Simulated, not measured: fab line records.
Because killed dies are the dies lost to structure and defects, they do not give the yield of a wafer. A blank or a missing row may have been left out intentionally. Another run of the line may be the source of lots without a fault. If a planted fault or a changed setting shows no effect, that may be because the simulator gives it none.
fab line records + flow rit_cmos + part 2 of 2: steps 34 to 35 of 35
[record]
- lots = 5
- wafers = 23
route steps=202 shown ACTIVE@11 NWELL@36 PWELL@40 WELLDRIVE@50 NRETRO@61 PRETRO@65 GATE@81 NLDD@105 PLDD@122 M1@202
start_h: hours from the record's opening day to when the first of the lot's shown wafers began + wait_h: hours elapsed since this lot's preceding step + " unchanged from the row above + L1.1+2: one row covering several wafers at once + - no value, or no start was given + * or withheld: withheld + < > ~ a bound
route shown NAME@n: a module of which the file shows steps, and the number in the route of the first + usual: mean/standard deviation of fault-free wafers + same: alike in all rows + chamber/n: place in a boat + sites: readings site by site + _std_site: standard deviation across them + _edge_site: the outer-site mean with the inner-site mean subtracted + radius_mm: for every site, how far away it sits from the centre of the wafer + mask NAME#n: copy n + behind: the tool/chamber that last shaped the wafer + hold: cause of the lot's hold/its duration in hours/its outcome + device: the transistor (n, p or np) that didn't switch + end of line: the route-end tests of the same wafers + step lacking rows: just its recipe + killed: dies lost to structure and defects at the first sort, not the wafer's yield + map: a wafer's dies, x killed, . not, _ none there
set.NAME: the setting as run; set.NAME@STEP: as run at that earlier step + model.NAME: the simulator's own value behind a step, which no gauge read
lots where settings were altered on purpose, with a table for each step and a row for each wafer
[[steps]]
[step RIT_PLDD_TW_MEAS_10]
[usual]
- PLDD_TW = 2352/14
| lot.wafer | tool          | chamber | start_h | wait_h | set.energy_kev@PLDD_IMPLANT_08 | PLDD_TW |
|-----------|---------------|---------|---------|--------|--------------------------------|---------|
| L077.1    | film_metro-03 | -       | 67.70   | 0.1    | 19.36                          | 2326    |
| L077.2    | "             | -       | "       | "      | 19.36                          | 2325    |
| L077.3    | "             | -       | "       | "      | 19.36                          | 2326    |
| L077.4    | "             | -       | "       | "      | 20                             | 2344    |
| L077.6    | "             | -       | "       | "      | 20                             | 2348    |
| L081.2    | film_metro-01 | -       | 85.66   | 0.1    | 20.66                          | 2373    |
| L081.3    | "             | -       | "       | "      | 20                             | 2354    |
| L081.4    | "             | -       | "       | "      | 20                             | 2365    |
| L081.5    | "             | -       | "       | "      | 20.66                          | 2382    |
| L081.6    | "             | -       | "       | "      | 20                             | 2364    |
| L082.1    | film_metro-03 | -       | 92.44   | 0.1    | 19.14                          | 2332    |
| L082.2    | "             | -       | "       | "      | 19.14                          | 2344    |
| L082.3    | "             | -       | "       | "      | 20                             | 2352    |
| L082.4    | "             | -       | "       | "      | 20                             | 2371    |
| L082.5    | "             | -       | "       | "      | 20                             | 2360    |
| L084.1    | film_metro-02 | -       | 100.03  | 0.1    | 19.39                          | 2343    |
| L084.2    | "             | -       | "       | "      | 19.39                          | 2340    |
| L084.3    | "             | -       | "       | "      | 20                             | 2358    |
| L084.5    | "             | -       | "       | "      | 20                             | 2366    |
| L084.6    | "             | -       | "       | "      | 20                             | 2376    |
| L085.1    | film_metro-03 | -       | 104.79  | 0.1    | 20                             | 2322    |
| L085.2    | "             | -       | "       | "      | 20                             | 2325    |
| L085.4    | "             | -       | "       | "      | 20                             | 2321    |
[step RIT_M1_PROBE_99]
[usual]
- killed_at_contacts = 0.1/0.35
- killed_at_front_end = 7/3.3
- killed_dies = 8/3.3
- killed_open = 3.4/1.8
- killed_short = 4.1/2.2
[same]
- gross_dies = 264
- killed_at_M0_to_M3 = 0
- killed_at_M4_up = 0
- killed_at_back_side = 0
- killed_at_other = 0
| lot.wafer | tool      | chamber | start_h | wait_h | set.dose_cm2@NWELL_IMPLANT_08 | set.energy_kev@PLDD_IMPLANT_08 | killed_at_contacts | killed_at_front_end | killed_dies | killed_open | killed_short | model.etest.nwell_pinched.rs_ohm_sq | model.etest.pldd.line_ohm_um | model.etest.pldd.rs_ohm_sq | model.etest.well_edge_left.line_ohm_um | model.etest.well_edge_right.line_ohm_um |
|-----------|-----------|---------|---------|--------|-------------------------------|--------------------------------|--------------------|---------------------|-------------|-------------|--------------|-------------------------------------|------------------------------|----------------------------|----------------------------------------|-----------------------------------------|
| L077.1    | prober-02 | -       | 82.30   | 0.1    | 5e+13                         | 19.36                          | 0                  | 7                   | 7           | 4           | 3            | 339.5                               | 158.1                        | 496.7                      | 186.1                                  | 183.5                                   |
| L077.2    | prober-02 | -       | 82.35   | 0.1    | 4.626e+13                     | 19.36                          | 1                  | 4                   | 5           | 2           | 2            | 356.1                               | 151.2                        | 492.9                      | 192.9                                  | 191                                     |
| L077.3    | prober-02 | -       | 82.40   | 0.2    | 4.626e+13                     | 19.36                          | 0                  | 3                   | 3           | 3           | 0            | 362.5                               | 158.1                        | 507.4                      | 195.3                                  | 192.1                                   |
| L077.4    | prober-02 | -       | 82.45   | 0.2    | 4.626e+13                     | 20                             | 1                  | 6                   | 7           | 2           | 4            | 363.8                               | 144.3                        | 460.8                      | 194.5                                  | 195.3                                   |
| L077.6    | prober-02 | -       | 82.55   | 0.2    | 5e+13                         | 20                             | 0                  | 8                   | 8           | 3           | 5            | 340.7                               | 144.8                        | 467.7                      | 180.7                                  | 184.7                                   |
| L081.2    | prober-02 | -       | 99.15   | 0.1    | 5e+13                         | 20.66                          | 0                  | 6                   | 6           | 4           | 2            | -                                   | -                            | -                          | -                                      | -                                       |
| L081.3    | prober-02 | -       | 99.20   | 0.2    | 5e+13                         | 20                             | 0                  | 12                  | 12          | 3           | 9            | -                                   | -                            | -                          | -                                      | -                                       |
| L081.4    | prober-02 | -       | 99.25   | 0.2    | 5e+13                         | 20                             | 0                  | 6                   | 6           | 3           | 3            | -                                   | -                            | -                          | -                                      | -                                       |
| L081.5    | prober-02 | -       | 99.30   | 0.2    | 5e+13                         | 20.66                          | 0                  | 11                  | 11          | 6           | 5            | -                                   | -                            | -                          | -                                      | -                                       |
| L081.6    | prober-02 | -       | 99.35   | 0.2    | 5e+13                         | 20                             | 0                  | 7                   | 7           | 4           | 3            | -                                   | -                            | -                          | -                                      | -                                       |
| L082.1    | prober-01 | -       | 105.83  | 0.1    | 5e+13                         | 19.14                          | 0                  | 9                   | 9           | 4           | 5            | 337.2                               | 194.2                        | 623.2                      | 182.3                                  | 185.4                                   |
| L082.2    | prober-01 | -       | 105.88  | 0.1    | 5.308e+13                     | 19.14                          | 0                  | 11                  | 11          | 6           | 5            | 326.1                               | 198.1                        | 618                        | 176.4                                  | 175.1                                   |
| L082.3    | prober-01 | -       | 105.93  | 0.2    | 5.308e+13                     | 20                             | 0                  | 8                   | 8           | 2           | 6            | 322.7                               | 173.1                        | 551                        | 176.1                                  | 172.8                                   |
| L082.4    | prober-01 | -       | 105.98  | 0.2    | 5e+13                         | 20                             | 1                  | 7                   | 8           | 4           | 4            | 335.9                               | 171.5                        | 535.6                      | 183.1                                  | 182.1                                   |
| L082.5    | prober-01 | -       | 106.03  | 0.2    | 5e+13                         | 20                             | 0                  | 13                  | 13          | 7           | 6            | 332.7                               | 180.1                        | 569.6                      | 181.6                                  | 184.7                                   |
| L084.1    | prober-01 | -       | 113.91  | 0.1    | 4.872e+13                     | 19.39                          | 1                  | 4                   | 5           | 3           | 2            | 346                                 | 182.2                        | 585.5                      | 184.3                                  | 181.6                                   |
| L084.2    | prober-01 | -       | 113.96  | 0.1    | 5e+13                         | 19.39                          | 1                  | 11                  | 12          | 9           | 3            | 333.4                               | 178.2                        | 569.4                      | 181.8                                  | 181.7                                   |
| L084.3    | prober-01 | -       | 114.01  | 0.2    | 5e+13                         | 20                             | 1                  | 6                   | 7           | 4           | 3            | 334.9                               | 164.6                        | 527.6                      | 183.1                                  | 180.8                                   |
| L084.5    | prober-01 | -       | 114.11  | 0.2    | 4.872e+13                     | 20                             | 0                  | 10                  | 10          | 3           | 7            | 347.8                               | 164.7                        | 536.4                      | 184.2                                  | 184.7                                   |
| L084.6    | prober-01 | -       | 114.16  | 0.2    | 5e+13                         | 20                             | 0                  | 7                   | 7           | 2           | 5            | 334.4                               | 165.6                        | 531.4                      | 184.7                                  | 178.5                                   |
| L085.1    | prober-02 | -       | 118.42  | 0.1    | 5e+13                         | 20                             | 0                  | 9                   | 9           | 5           | 4            | 332.8                               | 167.9                        | 537.7                      | 182.3                                  | 182.6                                   |
| L085.2    | prober-02 | -       | 118.47  | 0.1    | 5e+13                         | 20                             | 0                  | 5                   | 5           | 2           | 3            | 340.4                               | 170                          | 544.5                      | 182.7                                  | 181.6                                   |
| L085.4    | prober-02 | -       | 118.57  | 0.2    | 5e+13                         | 20                             | 0                  | 10                  | 10          | 2           | 8            | 337.1                               | 162.5                        | 520.5                      | 183.5                                  | 184.5                                   |
// killed by level:class
L077.1 REOX:geometric_particle:open=2 REOX:geometric_particle:short=2 FOX1:geometric_particle:open=1 FOX2:geometric_particle:open=1 GATE:geometric_particle:short=1
L077.2 GATE:geometric_particle:open=1 REOX:geometric_particle:open=1 SPACER:geometric_particle:short=1 CONTACT:geometric_particle:short=1 NLDD:coat_microbubble_printed=1
L077.3 REOX:geometric_particle:open=3
L077.4 REOX:geometric_particle:short=3 FOX2:geometric_particle:short=1 GATE:geometric_particle:open=1 REOX:geometric_particle:open=1 CONTACT:coat_microbubble_printed=1
L077.6 REOX:geometric_particle:short=4 REOX:geometric_particle:open=2 GATE:geometric_particle:open=1 GATE:geometric_particle:short=1
L081.2 FOX1:geometric_particle:short=1 GATE:geometric_particle:open=1 GATE:geometric_particle:short=1 REOX:geometric_particle:open=1 SPACER:geometric_particle:open=1 SILICIDE:geometric_particle:open=1
L081.3 GATE:geometric_particle:short=7 GATE:geometric_particle:open=2 SPACER:geometric_particle:open=1 SPACER:geometric_particle:short=1 SILICIDE:geometric_particle:short=1
L081.4 GATE:geometric_particle:open=2 FOX1:geometric_particle:short=1 FOX2:geometric_particle:short=1 FOX2:geometric_particle:open=1 GATE:geometric_particle:short=1
L081.5 GATE:geometric_particle:short=4 GATE:geometric_particle:open=4 FOX1:geometric_particle:open=1 SPACER:geometric_particle:open=1 SPACER:geometric_particle:short=1
L081.6 GATE:geometric_particle:open=2 SILICIDE:geometric_particle:open=2 FOX1:geometric_particle:short=1 GATE:geometric_particle:short=1 SPACER:geometric_particle:short=1
L082.1 GATE:geometric_particle:short=3 FOX2:geometric_particle:open=2 FOX1:geometric_particle:open=1 FOX2:geometric_particle:short=1 GATE:geometric_particle:open=1 SILICIDE:geometric_particle:short=1
L082.2 GATE:geometric_particle:open=3 FOX2:geometric_particle:short=2 FOX2:geometric_particle:open=2 GATE:geometric_particle:short=2 REOX:geometric_particle:short=1 SPACER:geometric_particle:open=1
L082.3 FOX1:geometric_particle:short=2 GATE:geometric_particle:short=2 FOX2:geometric_particle:short=1 GATE:geometric_particle:open=1 REOX:geometric_particle:open=1 REOX:geometric_particle:short=1
L082.4 GATE:geometric_particle:short=2 REOX:geometric_particle:short=2 FOX2:geometric_particle:open=1 GATE:geometric_particle:open=1 REOX:geometric_particle:open=1 CONTACT:geometric_particle:open=1
L082.5 FOX1:geometric_particle:short=4 FOX1:geometric_particle:open=3 GATE:geometric_particle:open=3 GATE:geometric_particle:short=1 REOX:geometric_particle:open=1 SPACER:geometric_particle:short=1
L084.1 GATE:geometric_particle:open=1 REOX:geometric_particle:open=1 SPACER:geometric_particle:short=1 SILICIDE:geometric_particle:short=1 CONTACT:geometric_particle:open=1
L084.2 GATE:geometric_particle:open=6 GATE:geometric_particle:short=2 REOX:geometric_particle:open=2 SPACER:geometric_particle:open=1 CONTACT:geometric_particle:short=1
L084.3 GATE:geometric_particle:open=2 REOX:geometric_particle:short=1 SPACER:geometric_particle:short=1 SPACER:geometric_particle:open=1 SILICIDE:geometric_particle:short=1 CONTACT:geometric_particle:open=1
L084.5 GATE:geometric_particle:short=5 FOX1:geometric_particle:open=1 FOX2:geometric_particle:open=1 GATE:geometric_particle:open=1 REOX:geometric_particle:short=1 SPACER:geometric_particle:short=1
L084.6 FOX1:geometric_particle:short=1 FOX2:geometric_particle:short=1 GATE:geometric_particle:short=1 REOX:geometric_particle:open=1 REOX:geometric_particle:short=1 SPACER:geometric_particle:short=1 SILICIDE:geometric_particle:open=1
L085.1 REOX:geometric_particle:short=2 REOX:geometric_particle:open=2 FOX2:geometric_particle:open=1 SPACER:geometric_particle:open=1 SPACER:geometric_particle:short=1 SILICIDE:geometric_particle:short=1 SILICIDE:geometric_particle:open=1
L085.2 SPACER:geometric_particle:short=2 FOX1:geometric_particle:short=1 FOX2:geometric_particle:open=1 GATE:geometric_particle:open=1
L085.4 GATE:geometric_particle:short=4 FOX1:geometric_particle:short=2 FOX1:geometric_particle:open=2 SPACER:geometric_particle:short=1 SILICIDE:geometric_particle:short=1
[[key]]
[split]
- step = RIT_ACTIVE_DEVELOP_10
- setting = develop_time_s
- stated = 50
- by = wafer
[response]
- step = RIT_ACTIVE_CD_MEAS_11
- reading = cd_nm
- change = -1.05
- per = 1%
- r = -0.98
[response]
- step = RIT_ACTIVE_ETCH_13
- reading = model.ACTIVE.cd_nm
- change = -1.06
- per = 1%
- r = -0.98
[response]
- step = RIT_ACTIVE_CD_MEAS_90
- reading = cd_nm
- change = -1.05
- per = 1%
- r = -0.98
[split]
- step = RIT_NWELL_IMPLANT_08
- setting = dose_cm2
- stated = 5e+13
- by = wafer
[response]
- step = RIT_NWELL_TW_MEAS_10
- reading = NWELL_TW
- change = +7.56
- per = 1%
- r = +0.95
[response]
- step = RIT_WELLDRIVE_RS_MEAS_01
- reading = NWELL_RS
- change = -1.73
- per = 1%
- r = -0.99
[response]
- step = RIT_M1_PROBE_99
- reading = model.etest.nwell_pinched.rs_ohm_sq
- change = -2.53
- per = 1%
- r = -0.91
[response]
- step = RIT_M1_PROBE_99
- reading = model.etest.well_edge_left.line_ohm_um
- change = -1.21
- per = 1%
- r = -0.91
[response]
- step = RIT_M1_PROBE_99
- reading = model.etest.well_edge_right.line_ohm_um
- change = -1.34
- per = 1%
- r = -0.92
[split]
- step = RIT_PWELL_COAT_01
- setting = resist_thk_nm
- stated = 1300
- by = wafer
[response]
- step = RIT_PWELL_COAT_01
- reading = model.NOVOLAK_of_PWELL_COAT_01.thk_nm
- change = +12.6
- per = 1%
- r = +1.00
[split]
- step = RIT_PWELL_DEVELOP_05
- setting = dev_temp_c
- stated = 23
- by = wafer
response none clear
[split]
- step = RIT_NRETRO_IMPLANT_08
- setting = dose_cm2
- stated = 1e+13
- by = wafer
[response]
- step = RIT_NRETRO_TW_MEAS_10
- reading = NRETRO_TW
- change = +3.73
- per = 1%
- r = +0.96
[split]
- step = RIT_PRETRO_COAT_01
- setting = spin_rpm
- stated = 2000
- by = wafer
[response]
- step = RIT_PRETRO_COAT_01
- reading = model.NOVOLAK_of_PRETRO_COAT_01.thk_nm
- change = -6.78
- per = 1%
- r = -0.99
[response]
- step = RIT_PRETRO_HARDBAKE_07
- reading = model.NOVOLAK_of_PRETRO_COAT_01.thk_nm
- change = -5.84
- per = 1%
- r = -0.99
[split]
- step = RIT_GATE_OXIDATION_05
- setting = temp_c
- stated = 900
- by = lot
[response]
- step = RIT_GATE_OXIDATION_05
- reading = model.SiO2_of_GATE_OXIDATION_05.thk_nm
- change = +0.284
- per = 1%
- r = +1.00
[response]
- step = RIT_GATE_THK_MEAS_07
- reading = GATE_OXIDE_THK
- change = +0.284
- per = 1%
- r = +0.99
[split]
- step = RIT_GATE_SOFTBAKE_12
- setting = temp_c
- stated = 90
- by = wafer
[response]
- step = RIT_GATE_DEVELOP_15
- reading = model.NOVOLAK_of_GATE_COAT_11.thk_nm
- change = -2.19
- per = 1%
- r = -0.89
[split]
- step = RIT_NLDD_SOFTBAKE_02
- setting = temp_c
- stated = 90
- by = wafer
[response]
- step = RIT_NLDD_DEVELOP_05
- reading = model.NOVOLAK_of_NLDD_COAT_01.thk_nm
- change = -2.3
- per = 1%
- r = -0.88
[split]
- step = RIT_NLDD_DEVELOP_05
- setting = develop_time_s
- stated = 50
- by = wafer
response none clear
[split]
- step = RIT_PLDD_IMPLANT_08
- setting = energy_kev
- stated = 20
- by = wafer
[response]
- step = RIT_PLDD_IMPLANT_08
- reading = model.implant.rp_nm
- change = +0.137
- per = 1%
- r = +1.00
[response]
- step = RIT_PLDD_IMPLANT_08
- reading = model.implant.drp_nm
- change = +0.0687
- per = 1%
- r = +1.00
[response]
- step = RIT_PLDD_TW_MEAS_10
- reading = PLDD_TW
- change = +6.02
- per = 1%
- r = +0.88
[response]
- step = RIT_M1_PROBE_99
- reading = model.etest.pldd.rs_ohm_sq
- change = -14.3
- per = 1%
- r = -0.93
[response]
- step = RIT_M1_PROBE_99
- reading = model.etest.pldd.line_ohm_um
- change = -4.56
- per = 1%
- r = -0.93
